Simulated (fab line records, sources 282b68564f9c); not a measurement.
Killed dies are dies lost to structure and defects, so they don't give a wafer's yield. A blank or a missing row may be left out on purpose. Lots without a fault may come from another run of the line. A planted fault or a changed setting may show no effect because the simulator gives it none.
fab line records | flow rit_cmos
record lots=6 wafers=18 last_day=7
route steps=202 shown PWELL@49 WELLDRIVE@50 NWELL@51 NRETRO@53 PRETRO@64 M1@202
lots that met no fault: from a run of the same line without faults
start_h: hours from the record's first day to the start of the lot's first wafer shown | wait_h: hours since the lot's step before | " the same as in the row above | L1.1+2: a row that stands for several wafers | - no value, or no start given | * or withheld: withheld | < > ~ a bound
route shown NAME@n: a module of which the file shows steps, and the number in the route of the first | usual: mean/standard deviation of fault-free wafers | same: alike in all rows | chamber/n: place in a boat | sites: the reading at each site | _std_site: their standard deviation | _edge_site: outer sites' mean less inner sites' | radius_mm: how far each site lies from the wafer's centre | mask NAME#n: copy n | behind: the tool/chamber that last shaped the wafer | hold: why the lot was held/for how many hours/how that ended | device: the transistor (n, p or np) that didn't switch | end of line: the same wafers' tests at the end of the route | a step without rows: its recipe alone | killed: dies lost to structure and defects at the first sort, not the wafer's yield | map: a wafer's dies, x killed, . not, _ none there
set.NAME: the setting as run; set.NAME@STEP: as run at that earlier step | model.NAME: the simulator's own value behind a step, which no gauge read
lots at some steps of the route; a table a step, a row a wafer
services: from which hour (start_h, from the record's first day; less than 0 if before it) a tool's chamber was out of use, for how many hours, and why
## steps
# step RIT_PWELL_TW_MEAS_10
# usual PWELL_TW=948/4.9
# columns lot.wafer tool chamber start_h wait_h PWELL_TW
L670.2 film_metro-03 - 27.55 0.1 948
L670.3 " - " " 948
L670.4 " - " " 947
L676.1 film_metro-03 - 58.61 0.1 948
L676.3 " - " " 945
L676.4 " - " " 947
L679.3 film_metro-04 - 72.72 0.1 936
L679.5 " - " " 934
L679.6 " - " " 936
L683.1 film_metro-02 - 95.12 0.1 956
L683.2 " - " " 955
L683.3 " - " " 949
L687.1 film_metro-04 - 113.35 0.1 946
L687.4 " - " " 948
L687.5 " - " " 954
L689.1 film_metro-02 - 122.41 0.2 954
L689.4 " - " " 954
L689.5 " - " " 952
# step RIT_WELLDRIVE_ANNEAL_00
# recipe temp_c=1100 time_s=14700 ambient=N2
# step RIT_WELLDRIVE_RS_MEAS_01
# recipe thk_meas_gauge=four-point-probe
# usual NWELL_RS=276.0/0.7
# columns lot.wafer tool chamber start_h wait_h NWELL_RS[ohm/sq]
L670.2 film_metro-02 - 32.70 0.0 276.8
L670.3 " - " " 275.6
L670.4 " - " " 275.6
L676.1 film_metro-02 - 63.75 0.0 276.3
L676.3 " - " " 276.3
L676.4 " - " " 276.9
L679.3 film_metro-03 - 77.92 0.0 275.8
L679.5 " - " " 274.9
L679.6 " - " " 275.8
L683.1 film_metro-04 - 100.61 0.4 275.7
L683.2 " - " " 276.0
L683.3 " - " " 275.9
L687.1 film_metro-04 - 118.50 0.0 276.4
L687.4 " - " " 275.0
L687.5 " - " " 274.8
L689.1 film_metro-02 - 127.55 0.0 275.7
L689.4 " - " " 276.0
L689.5 " - " " 277.4
# step RIT_WELLDRIVE_RS_MEAS_02
# recipe thk_meas_gauge=four-point-probe
# usual PWELL_RS=429.9/1.3
# columns lot.wafer tool chamber start_h wait_h PWELL_RS[ohm/sq]
L670.2 film_metro-02 - 32.82 0.1 430.8
L670.3 " - " " 431.7
L670.4 " - " " 430.0
L676.1 film_metro-02 - 63.87 0.1 430.3
L676.3 " - " " 430.4
L676.4 " - " " 430.4
L679.3 film_metro-03 - 78.04 0.1 431.1
L679.5 " - " " 430.0
L679.6 " - " " 432.1
L683.1 film_metro-04 - 100.73 0.1 431.4
L683.2 " - " " 431.4
L683.3 " - " " 430.5
L687.1 film_metro-04 - 118.62 0.1 429.0
L687.4 " - " " 429.2
L687.5 " - " " 429.4
L689.1 film_metro-02 - 127.67 0.1 431.2
L689.4 " - " " 431.1
L689.5 " - " " 430.4
# step RIT_NRETRO_HMDS_00
# recipe prime_time_s=60 prime_temp_c=140
# step RIT_NRETRO_COAT_01
# recipe resist=NOVOLAK spin_rpm=2000 resist_thk_nm=1300
# step RIT_NRETRO_SOFTBAKE_02
# recipe resist=NOVOLAK temp_c=90 time_s=60
# step RIT_NRETRO_EXPOSE_03
# recipe mask_id=M4 na=0.57 target_cd_nm=43900 dose_mj=250
# step RIT_NRETRO_PEB_04
# recipe resist=NOVOLAK temp_c=withheld time_s=withheld
# step RIT_NRETRO_DEVELOP_05
# recipe resist=NOVOLAK develop_time_s=68 dev_temp_c=23
# step RIT_NRETRO_OVL_MEAS_06
# usual NRETRO_OVL=0.7/1.2
# columns lot.wafer tool chamber start_h wait_h NRETRO_OVL[nm]
L670.2 overlay-01 - 33.81 - 1.0
L670.3 " - " " 2.6
L670.4 " - " " 4.1
L676.1 overlay-02 - 65.00 - 1.0
L676.3 " - " " 0.3
L676.4 " - " " 1.5
L679.3 overlay-01 - 79.01 - 0.3
L679.5 " - " " 1.7
L679.6 " - " " 1.8
L683.1 overlay-01 - 101.73 - 1.9
L683.2 " - " " 1.5
L683.3 " - " " 2.3
L687.1 overlay-01 - 119.62 - 3.4
L687.4 " - " " 1.1
L687.5 " - " " 2.4
L689.1 overlay-01 - 128.81 - 0.6
L689.4 " - " " 1.7
L689.5 " - " " 2.5
# step RIT_NRETRO_HARDBAKE_07
# recipe resist=NOVOLAK temp_c=140 time_s=120
# step RIT_NRETRO_IMPLANT_08
# recipe species=P energy_kev=70 dose_cm2=1e+13 tilt_deg=7
# usual beam_energy_keV=70.001/0.021
# columns lot.wafer tool chamber start_h wait_h beam_energy_keV model.implant.rp_nm model.implant.drp_nm
L670.2 implanter-03 0 34.11 0.2 69.946 86.34 33.94
L670.3 " 0 " " 69.985 86.34 33.94
L670.4 " 0 " " 70.029 86.34 33.94
L676.1 implanter-03 0 65.28 0.2 64.096 76.92 31.47
L676.3 " 0 " " 64.089 76.92 31.47
L676.4 " 0 " " 64.135 76.92 31.47
L679.3 implanter-03 0 79.33 0.2 64.105 80.07 31.47
L679.5 " 0 " " 64.072 80.07 31.47
L679.6 " 0 " " 64.126 80.07 31.47
L683.1 implanter-02 0 102.02 0.2 70.015 86.65 33.94
L683.2 " 0 " " 70.010 86.65 33.94
L683.3 " 0 " " 69.977 86.65 33.94
L687.1 implanter-02 0 119.96 0.2 70.022 85 33.94
L687.4 " 0 " " 69.978 85 33.94
L687.5 " 0 " " 70.012 85 33.94
L689.1 implanter-04 0 129.10 0.2 70.012 83.84 33.94
L689.4 " 0 " " 70.024 83.84 33.94
L689.5 " 0 " " 69.975 83.84 33.94
# step RIT_NRETRO_STRIP_09
# recipe chemistry=O2 time_s=180 resist=NOVOLAK platen_temp_c=withheld power_w=500 pressure_mtorr=4000 o2_flow_sccm=4000
# usual drypump_motor_current_A=5.3/0.48
# same time_s=180
# columns lot.wafer tool chamber start_h wait_h drypump_motor_current_A rf_hours_counter_h
L670.2 plasma_asher-03 0 34.24 0.1 4.7 37
L670.3 " 1 " " 5.9 -
L670.4 " 0 " " 4.7 -
L676.1 plasma_asher-03 0 65.43 0.1 4.7 40
L676.3 " 1 " " 5.9 -
L676.4 " 0 " " 4.8 -
L679.3 plasma_asher-03 1 79.49 0.1 5.9 -
L679.5 " 1 " " 5.9 -
L679.6 " 0 " " 4.7 -
L683.1 plasma_asher-01 1 102.17 0.1 5.5 46
L683.2 " 0 " " 5.3 46
L683.3 " 0 " " 5.3 -
L687.1 plasma_asher-03 1 120.11 0.1 5.9 47
L687.4 " 0 " " 4.7 -
L687.5 " 1 " " 5.9 -
L689.1 plasma_asher-03 1 129.25 0.1 5.9 48
L689.4 " 1 " " 5.9 -
L689.5 " 1 " " 5.9 -
# step RIT_NRETRO_TW_MEAS_10
# usual NRETRO_TW=1045/6.2
# columns lot.wafer tool chamber start_h wait_h NRETRO_TW
L670.2 film_metro-04 - 34.42 0.1 1048
L670.3 " - " " 1045
L670.4 " - " " 1049
L676.1 film_metro-01 - 65.61 0.1 1027
L676.3 " - " " 1032
L676.4 " - " " 1030
L679.3 film_metro-01 - 79.63 0.1 1026
L679.5 " - " " 1027
L679.6 " - " " 1031
L683.1 film_metro-04 - 102.35 0.1 1054
L683.2 " - " " 1052
L683.3 " - " " 1046
L687.1 film_metro-04 - 120.28 0.1 1038
L687.4 " - " " 1034
L687.5 " - " " 1034
L689.1 film_metro-04 - 129.42 0.1 1035
L689.4 " - " " 1032
L689.5 " - " " 1030
# step RIT_PRETRO_HMDS_00
# recipe prime_time_s=60 prime_temp_c=140
# step RIT_M1_PROBE_99
# usual killed_at_contacts=0.0/0.18 killed_at_front_end=7/3.1 killed_dies=7/3.1 killed_open=3.2/2.1 killed_short=3.4/2
# same gross_dies=264 killed_at_M0_to_M3=0 killed_at_M4_up=0 killed_at_back_side=0 killed_at_other=0
# columns lot.wafer tool chamber start_h wait_h killed_at_contacts killed_at_front_end killed_dies killed_open killed_short model.etest.cap_p_gate.c_min_ff_um2
L670.2 prober-01 - 62.86 0.1 1 8 9 7 2 2.335
L670.3 prober-01 - 62.91 0.2 0 5 5 3 2 2.339
L670.4 prober-01 - 62.96 0.2 0 2 2 2 0 2.34
L676.1 prober-01 - 93.43 0.1 0 13 13 8 5 2.342
L676.3 prober-01 - 93.53 0.2 0 12 12 7 5 2.353
L676.4 prober-01 - 93.58 0.2 0 4 4 1 3 2.333
L679.3 prober-02 - 108.77 0.2 0 3 3 0 3 2.325
L679.5 prober-02 - 108.87 0.2 0 3 3 0 3 2.333
L679.6 prober-02 - 108.92 0.2 0 4 4 1 3 2.324
L683.1 prober-01 - 129.35 0.1 0 2 2 2 0 2.338
L683.2 prober-01 - 129.40 0.1 0 6 6 2 4 2.308
L683.3 prober-01 - 129.45 0.2 0 6 6 3 3 2.321
L687.1 prober-01 - 146.77 0.1 0 1 1 0 1 2.318
L687.4 prober-01 - 146.92 0.2 0 2 2 0 2 2.328
L687.5 prober-01 - 146.97 0.2 0 8 8 2 6 2.321
L689.1 prober-01 - 156.42 0.1 0 5 5 2 3 2.349
L689.4 prober-01 - 156.57 0.2 0 5 5 3 2 2.342
L689.5 prober-01 - 156.62 0.2 0 7 7 1 6 2.344
# killed by level:class
L670.2 SPACER:geometric_particle:open=3 FOX1:geometric_particle:open=2 FOX2:geometric_particle:open=1 FOX2:geometric_particle:short=1 SPACER:geometric_particle:short=1 CONTACT:geometric_particle:open=1
L670.3 FOX2:geometric_particle:short=1 FOX2:geometric_particle:open=1 GATE:geometric_particle:open=1 REOX:geometric_particle:open=1 SPACER:geometric_particle:short=1
L670.4 SPACER:geometric_particle:open=1 SILICIDE:geometric_particle:open=1
L676.1 SILICIDE:geometric_particle:open=3 REOX:geometric_particle:open=2 SPACER:geometric_particle:open=2 SPACER:geometric_particle:short=2 SILICIDE:geometric_particle:short=2 GATE:geometric_particle:open=1 REOX:geometric_particle:short=1
L676.3 GATE:geometric_particle:open=2 GATE:geometric_particle:short=2 REOX:geometric_particle:short=2 SPACER:geometric_particle:open=2 FOX2:geometric_particle:open=1 FOX2:geometric_particle:short=1 REOX:geometric_particle:open=1 SILICIDE:geometric_particle:open=1
L676.4 GATE:geometric_particle:short=1 GATE:geometric_particle:open=1 REOX:geometric_particle:short=1 SILICIDE:geometric_particle:short=1
L679.3 FOX1:geometric_particle:short=1 GATE:geometric_particle:short=1 SILICIDE:geometric_particle:short=1
L679.5 SPACER:geometric_particle:short=2 FOX1:geometric_particle:short=1
L679.6 SPACER:geometric_particle:short=2 REOX:geometric_particle:open=1 REOX:geometric_particle:short=1
L683.1 GATE:geometric_particle:open=1 SPACER:geometric_particle:open=1
L683.2 GATE:geometric_particle:open=2 GATE:geometric_particle:short=2 REOX:geometric_particle:short=1 SILICIDE:geometric_particle:short=1
L683.3 GATE:geometric_particle:open=2 GATE:geometric_particle:short=2 REOX:geometric_particle:short=1 SILICIDE:geometric_particle:open=1
L687.1 GATE:geometric_particle:short=1
L687.4 GATE:geometric_particle:short=2
L687.5 SPACER:geometric_particle:short=5 GATE:geometric_particle:open=1 REOX:geometric_particle:short=1 SPACER:geometric_particle:open=1
L689.1 FOX1:geometric_particle:short=2 FOX1:geometric_particle:open=1 FOX2:geometric_particle:open=1 SPACER:geometric_particle:short=1
L689.4 FOX1:geometric_particle:open=2 FOX2:geometric_particle:open=1 GATE:geometric_particle:short=1 SILICIDE:geometric_particle:short=1
L689.5 FOX2:geometric_particle:short=2 GATE:geometric_particle:short=2 FOX1:geometric_particle:short=1 REOX:geometric_particle:open=1 SPACER:geometric_particle:short=1
## services
# columns tool chamber start_h hours kind
implanter-04 - 63.58 4.0 pm
implanter-04 - 81.70 2.1 repair
implanter-02 - 102.93 2.7 repair
implanter-03 - 117.41 2.3 repair
## key
first_sign step=RIT_NRETRO_IMPLANT_08 reading=beam_energy_keV direction=down sigmas=99+ usual=70.001 struck=64.104
effect step=RIT_NRETRO_TW_MEAS_10 reading=NRETRO_TW direction=down sigmas=2.6 usual=1045 struck=1029
model_effect step=RIT_NRETRO_IMPLANT_08 value=implant.rp_nm without=85.94 struck=78.5
model_effect step=RIT_M1_PROBE_99 value=etest.cap_p_gate.c_min_ff_um2 without=2.317 struck=2.335
met_at RIT_NRETRO_IMPLANT_08
struck_wafers L676.1,L676.3,L676.4,L679.3,L679.5,L679.6
tester_left_out L676,L679
onset_between 34.11 65.28
fault kind=process_parameter_drift tool=implanter-03 chamber=- onset_h=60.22 steps=RIT_NRETRO_IMPLANT_08 channel=energy_kev offset=-5.9049 shape=step end_h=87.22 acts_in=these_recipes_only stated=70
# tester_left_out: of these lots the tester's yield and bins aren't shown, on N5 and GAA mostly nor the transistor test; their killed dies are dies lost to structure and defects alone, not to doping, threshold or leakage, so they don't give the yield
